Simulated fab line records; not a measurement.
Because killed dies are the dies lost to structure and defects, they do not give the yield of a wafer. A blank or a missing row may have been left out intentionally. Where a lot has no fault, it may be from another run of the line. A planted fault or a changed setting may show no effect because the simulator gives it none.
A struck lot beside a sound one	flow berkeley cmos170	22 out of 331 route steps
Sound: these wafers, L537.4, L537.5, L537.6. Wafers struck: L551.2, L551.3, L551.6. The cause comes at the end.
Per side, at each step with rows, come the tool, then ch with its chambers, and then its first start. Under that, the readings that differ: sound wafers	struck wafers	difference of the means	sigmas: that difference in standard deviations of wafers without a fault.
alike: a reading whose means differ by less than 2 such deviations, as well as words and numbers matching on both sides. not compared: withheld readings; readings where some wafer has no value; bounds like >300 that might hide an equal value; numbers whose values overlap and for which the record gives no deviation.
The two part at a step that has a row with sigmas, a row that says differs or no value, or rows on one side only. Non-overlapping numbers with no deviation appear without sigmas and do not part them. A reading that every wafer of one side lacks parts them only if that side has two wafers or more.

first, 1 step without rows for these wafers: UCB170_WELLDRIVE_OXIDATION_01 (target thk 199 nm, ox time 9000 s).
UCB170_WELLDRIVE_THK_MEAS_02:
  sound on film metro-02 at day 4 11:33; struck on film metro-04 at day 7 14:29
  alike: WELLDRIVE_OXIDE_THK
then, 5 steps without rows for these wafers: UCB170_WELLDRIVE_ANNEAL_03 (time 900 s); UCB170_WELLDRIVE_WET_ETCH_04 (etches SiO2 in BOE, time 120 s); UCB170_ACTIVE_CLEAN_00 (cleans in SPM, time 600 s); UCB170_ACTIVE_CLEAN_01 (cleans in dHF, time 60 s); UCB170_ACTIVE_OXIDATION_02 (target thk 26.4 nm, ox time 1260 s).
UCB170_ACTIVE_THK_MEAS_03:
  sound on film metro-04 at day 5 03:07; struck on film metro-04 at day 8 05:34
reading	sound	struck	difference	sigmas
ACTIVE_OXIDE_THK (nm)	27.5 27.5 27.5	25.8 26.2 26.3	-1.4	-3
then, 2 steps without rows for these wafers: UCB170_ACTIVE_ANNEAL_04 (time 900 s); UCB170_ACTIVE_CVD_05 (deposits Si3N4 from SiH2Cl2/NH3, target thk 220 nm, time 3300 s).
UCB170_ACTIVE_THK_MEAS_06:
  sound on film metro-02 at day 5 09:17; struck on film metro-04 at day 8 14:13
  alike: ACTIVE_NITRIDE_THK
then, 1 step without rows for these wafers: UCB170_ACTIVE_HMDS_07 (prime time 60 s).
UCB170_ACTIVE_COAT_08: resist thk 900 nm.
  sound on litho track-03 ch 0, day 5 09:32; struck on litho track-02 ch 0, day 8 14:26
reading	sound	struck	difference	sigmas
model.KrF_of_ACTIVE_COAT_08.thk nm (nm)	897.9 902 900.2	948.4 948.1 945.5	+47.3	
then, 4 steps without rows for these wafers: UCB170_ACTIVE_SOFTBAKE_09 (time 60 s); UCB170_ACTIVE_EXPOSE_10 (exposes mask ACTIVE, target cd 1200 nm); UCB170_ACTIVE_PEB_11; UCB170_ACTIVE_DEVELOP_12 (develop time 45 s).
UCB170_ACTIVE_CD_MEAS_13: the cd target is 1200 nm.
  sound on cd sem-02 at day 5 10:23; struck on cd sem-01 at day 8 15:22
reading	sound	struck	difference	sigmas
cd nm (nm)	1200.5 1201.2 1201.8	1204.5 1204.4 1206.4	+3.9	+3
UCB170_ACTIVE_OVL_MEAS_14:
  sound on overlay-01 at day 5 10:28; struck on overlay-01 at day 8 15:28
  alike: ACTIVE_OVL
UCB170_ACTIVE_ETCH_15: etches Si3N4 in CH3F/Ar/O2, stops on SiO2, target depth 242 nm, time 151 s.
  sound on rie diel-04 ch 0,3, day 5 10:28; struck on rie diel-02 ch 0,2,3, day 8 15:30
reading	sound	struck	difference	sigmas
model.KrF_of_ACTIVE_COAT_08.thk nm (nm)	726.9 717 727.8	770.6 774 772	+48.3	
  alike: drypump motor current A, oes product au, throttle valve pct
  not compared: rf hours counter h
UCB170_ACTIVE_STRIP_16: strips in O2.
  sound on plasma asher-02 ch 0,1, day 5 10:37; struck on plasma asher-04 ch 0,1, day 8 15:36
reading	sound	struck	difference	sigmas
strip time to endpoint s (s)	18.14 17.90 18.17	19.20 19.29 19.23	+1.17	+11
  alike: drypump motor current A, oes product au
  not compared: rf hours counter h
UCB170_ACTIVE_CD_MEAS_90: the cd target is 1200 nm.
  sound on cd sem-02 at day 5 10:44; struck on cd sem-02 at day 8 15:43
reading	sound	struck	difference	sigmas
cd nm (nm)	1200.6 1200.9 1201.5	1204.3 1203.9 1205.8	+3.7	+3

WHERE THEY PART
Last at UCB170_ACTIVE_CD_MEAS_90 as far as this record goes, first at UCB170_ACTIVE_THK_MEAS_03.

WHY: the cause the simulator had injected
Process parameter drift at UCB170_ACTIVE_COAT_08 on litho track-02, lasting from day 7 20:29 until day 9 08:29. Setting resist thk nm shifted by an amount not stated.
